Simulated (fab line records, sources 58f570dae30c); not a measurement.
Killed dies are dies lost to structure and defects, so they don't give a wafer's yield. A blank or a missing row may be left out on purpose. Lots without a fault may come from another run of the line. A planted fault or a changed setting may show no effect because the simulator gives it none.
fab line records | flow berkeley_cmos170 | part 2 of 2: steps 30 to 40 of 40
record lots=5 wafers=15 last_day=11
route steps=331 shown ACTIVE@70 PFIELD@79 FIELD@89 SACOX@97 SCREENOX@100 NVT@104
lots that met no fault: from a run of the same line without faults
start_h: hours from the record's first day to the start of the lot's first wafer shown | wait_h: hours since the lot's step before | " the same as in the row above | L1.1+2: a row that stands for several wafers | - no value, or no start given | * or withheld: withheld | < > ~ a bound
route shown NAME@n: a module of which the file shows steps, and the number in the route of the first | usual: mean/standard deviation of fault-free wafers | same: alike in all rows | chamber/n: place in a boat | sites: the reading at each site | _std_site: their standard deviation | _edge_site: outer sites' mean less inner sites' | radius_mm: how far each site lies from the wafer's centre | mask NAME#n: copy n | behind: the tool/chamber that last shaped the wafer | hold: why the lot was held/for how many hours/how that ended | device: the transistor (n, p or np) that didn't switch | end of line: the same wafers' tests at the end of the route | a step without rows: its recipe alone | killed: dies lost to structure and defects at the first sort, not the wafer's yield | map: a wafer's dies, x killed, . not, _ none there
set.NAME: the setting as run; set.NAME@STEP: as run at that earlier step | model.NAME: the simulator's own value behind a step, which no gauge read
lots at some steps of the route; a table a step, a row a wafer
services: from which hour (start_h, from the record's first day; less than 0 if before it) a tool's chamber was out of use, for how many hours, and why
## steps
# step UCB170_SACOX_THK_MEAS_02
# recipe reads=SiO2_of_SACOX_OXIDATION_01
# usual SACOX_OXIDE_THK=14.45/0.29
# columns lot.wafer tool chamber start_h wait_h SACOX_OXIDE_THK[nm]
L076.3 film_metro-01 - 99.75 0.0 13.84
L076.4 " - " " 14.03
L076.6 " - " " 14.07
L084.2 film_metro-02 - 138.17 0.0 14.22
L084.3 " - " " 14.35
L084.4 " - " " 14.17
L088.1 film_metro-02 - 166.63 0.0 14.28
L088.2 " - " " 14.20
L088.4 " - " " 14.19
L091.1 film_metro-01 - 183.88 0.0 14.36
L091.2 " - " " 14.26
L091.4 " - " " 14.33
L095.1 film_metro-02 - 199.85 0.0 14.91
L095.2 " - " " 14.75
L095.6 " - " " 14.99
# step UCB170_SCREENOX_WET_ETCH_00
# recipe chemistry=dHF dilution=25:1 target=SiO2 temp_c=25 time_s=200
# columns lot.wafer tool chamber start_h wait_h
L076.3+4+6 wet_bench-01 0 99.88 0.1
L084.2+3+4 wet_bench-03 2 138.22 0.0
L088.1+2+4 wet_bench-03 1 166.69 0.1
L091.1+2+4 wet_bench-03 0 183.94 0.1
L095.1+2+6 wet_bench-02 2 199.91 0.1
# step UCB170_SCREENOX_OXIDATION_01
# recipe temp_c=900 ambient=O2 target_thk_a=144 ox_time_s=2400
# usual ox_temp_c_max=904.7/1.2
# columns lot.wafer tool chamber start_h wait_h ox_temp_c_max
L076.3 furnace-01 0 100.98 1.0 903.6
L076.4 " 0 " " 904.6
L076.6 " 0 " " 905.8
L084.2 furnace-01 0 139.75 1.5 904.0
L084.3 " 0 " " 904.3
L084.4 " 0 " " 904.2
L088.1 furnace-03 0 172.06 5.3 903.1
L088.2 " 0 " " 903.0
L088.4 " 0 " " 902.0
L091.1 furnace-03 0 187.01 3.0 904.6
L091.2 " 0 " " 904.1
L091.4 " 0 " " 902.5
L095.1 furnace-04 0 202.79 2.8 905.5
L095.2 " 0 " " 905.5
L095.6 " 0 " " 904.8
# step UCB170_SCREENOX_THK_MEAS_02
# recipe reads=SiO2_of_SCREENOX_OXIDATION_01
# usual SCREENOX_OXIDE_THK=14.49/0.28
# columns lot.wafer tool chamber start_h wait_h SCREENOX_OXIDE_THK[nm]
L076.3 film_metro-02 - 102.67 0.0 13.96
L076.4 " - " " 13.93
L076.6 " - " " 14.23
L084.2 film_metro-03 - 141.43 0.0 14.70
L084.3 " - " " 14.80
L084.4 " - " " 14.55
L088.1 film_metro-03 - 173.73 0.0 14.27
L088.2 " - " " 14.25
L088.4 " - " " 13.88
L091.1 film_metro-02 - 188.68 0.0 14.06
L091.2 " - " " 14.29
L091.4 " - " " 14.33
L095.1 film_metro-02 - 204.46 0.0 14.68
L095.2 " - " " 14.55
L095.6 " - " " 14.73
# step UCB170_SCREENOX_ANNEAL_03
# recipe temp_c=900 time_s=900 ambient=N2
# columns lot.wafer tool chamber start_h wait_h
L076.3+4+6 furnace-04 0 105.01 2.3
L084.2+3+4 furnace-01 0 142.67 1.2
L088.1+2+4 furnace-04 0 177.74 4.0
L091.1+2+4 furnace-01 0 193.08 4.4
L095.1+2+6 furnace-03 0 207.63 3.2
# step UCB170_NVT_HMDS_00
# recipe prime_time_s=60 prime_temp_c=100
# usual chill_plate_temp_C=23.00/0.11
# columns lot.wafer tool chamber start_h wait_h chill_plate_temp_C
L076.3 litho_track-04 0 106.76 0.5 23.07
L076.4 " 0 " " 23.04
L076.6 " 0 " " 23.22
L084.2 litho_track-03 0 144.80 0.9 22.84
L084.3 " 0 " " 22.96
L084.4 " 0 " " 22.90
L088.1 litho_track-04 0 178.99 0.0 23.05
L088.2 " 0 " " 23.12
L088.4 " 0 " " 23.02
L091.1 litho_track-01 0 194.43 0.1 23.13
L091.2 " 0 " " 23.02
L091.4 " 0 " " 23.14
L095.1 litho_track-03 0 208.88 0.0 23.18
L095.2 " 0 " " 23.12
L095.6 " 0 " " 23.05
# step UCB170_NVT_COAT_01
# recipe resist=KrF spin_rpm=1531 resist_thk_nm=900
# usual chill_plate_temp_C=23.00/0.1
# columns lot.wafer tool chamber start_h wait_h chill_plate_temp_C
L076.3 litho_track-04 0 106.91 0.1 22.84
L076.4 " 0 " " 22.84
L076.6 " 0 " " 22.84
L084.2 litho_track-03 0 144.95 0.1 22.93
L084.3 " 0 " " 22.87
L084.4 " 0 " " 22.79
L088.1 litho_track-04 0 179.14 0.1 23.20
L088.2 " 0 " " 23.19
L088.4 " 0 " " 23.06
L091.1 litho_track-01 0 194.58 0.1 22.94
L091.2 " 0 " " 23.06
L091.4 " 0 " " 22.96
L095.1 litho_track-03 0 209.03 0.1 22.96
L095.2 " 0 " " 23.12
L095.6 " 0 " " 22.98
# step UCB170_NVT_SOFTBAKE_02
# recipe resist=KrF temp_c=130 time_s=60
# usual chill_plate_temp_C=22.99/0.11
# columns lot.wafer tool chamber start_h wait_h chill_plate_temp_C
L076.3 litho_track-04 0 107.06 0.1 22.94
L076.4 " 0 " " 22.83
L076.6 " 0 " " 22.85
L084.2 litho_track-03 0 145.10 0.1 23.00
L084.3 " 0 " " 23.00
L084.4 " 0 " " 23.02
L088.1 litho_track-04 0 179.29 0.1 23.14
L088.2 " 0 " " 23.04
L088.4 " 0 " " 23.22
L091.1 litho_track-01 0 194.73 0.1 22.93
L091.2 " 0 " " 23.01
L091.4 " 0 " " 22.83
L095.1 litho_track-03 0 209.18 0.1 22.93
L095.2 " 0 " " 22.78
L095.6 " 0 " " 22.84
# step UCB170_NVT_EXPOSE_03
# recipe mask_id=PWELL target_cd_nm=3000 na=0.5 sigma_outer=0.6 source_shape=conventional dose_mj=30
# columns lot.wafer tool chamber start_h wait_h mask
L076.3+4+6 krf_scanner-02 0 107.48 0.4 PWELL#0
L084.2+3+4 krf_scanner-02 0 145.28 0.2 PWELL#0
L088.1+2+4 krf_scanner-02 0 179.57 0.2 PWELL#0
L091.1+2+4 krf_scanner-01 0 195.01 0.2 PWELL#0
L095.1+2+6 krf_scanner-02 0 209.43 0.2 PWELL#0
# step UCB170_NVT_PEB_04
# recipe peb_temp_c=130 peb_time_s=withheld resist=KrF
# usual chill_plate_temp_C=23.00/0.1
# columns lot.wafer tool chamber start_h wait_h chill_plate_temp_C
L076.3 litho_track-04 0 107.66 0.2 22.88
L076.4 " 0 " " 23.03
L076.6 " 0 " " 23.27
L084.2 litho_track-04 0 145.75 0.5 22.83
L084.3 " 0 " " 22.98
L084.4 " 0 " " 22.96
L088.1 litho_track-04 0 180.34 0.8 23.09
L088.2 " 0 " " 23.09
L088.4 " 0 " " 22.97
L091.1 litho_track-01 0 195.16 0.1 23.02
L091.2 " 0 " " 22.89
L091.4 " 0 " " 22.87
L095.1 litho_track-03 0 209.60 0.1 23.02
L095.2 " 0 " " 22.89
L095.6 " 0 " " 22.93
# step UCB170_NVT_DEVELOP_05
# recipe developer=TMAH develop_time_s=45 resist=KrF dev_temp_c=21
# usual chill_plate_temp_C=23.01/0.11
# columns lot.wafer tool chamber start_h wait_h chill_plate_temp_C
L076.3 litho_track-04 0 - - 22.96
L076.4 " 0 " " 22.93
L076.6 " 0 " " 23.00
L084.2 litho_track-04 0 - - 22.85
L084.3 " 0 " " 22.88
L084.4 " 0 " " 22.95
L088.1 litho_track-04 0 - - 23.26
L088.2 " 0 " " 23.04
L088.4 " 0 " " 23.12
L091.1 litho_track-01 0 - - 23.14
L091.2 " 0 " " 23.16
L091.4 " 0 " " 22.96
L095.1 litho_track-03 0 - - 23.03
L095.2 " 0 " " 22.92
L095.6 " 0 " " 23.03
## services
# columns tool chamber start_h hours kind
krf_scanner-01 - 62.63 0.8 pm
plasma_asher-01 - 79.85 2.8 pm
furnace-01 - 91.16 3.9 pm
furnace-04 - 92.18 3.6 pm
rie_diel-02 3 93.00 10.1 repair
rie_diel-02 1 97.50 5.1 repair
krf_scanner-02 - 107.83 0.5 repair
krf_scanner-02 - 117.24 0.8 pm
furnace-03 - 119.72 2.9 pm
krf_scanner-01 - 138.45 3.6 pm
krf_scanner-01 - 145.19 1.3 pm
furnace-01 - 149.92 3.2 pm
krf_scanner-02 - 150.61 1.3 pm
furnace-02 - 157.29 18.3 pm
furnace-03 - 159.53 4.1 pm
krf_scanner-02 - 165.43 0.9 repair
implanter-01 - 168.10 9.9 repair
krf_scanner-01 - 175.39 1.0 pm
krf_scanner-01 - 177.18 4.0 repair
krf_scanner-02 - 178.76 0.4 repair
krf_scanner-01 - 183.36 0.5 repair
wet_bench-04 - 189.31 1.9 repair
krf_scanner-01 - 207.30 2.5 repair
implanter-01 - 209.82 4.5 pm
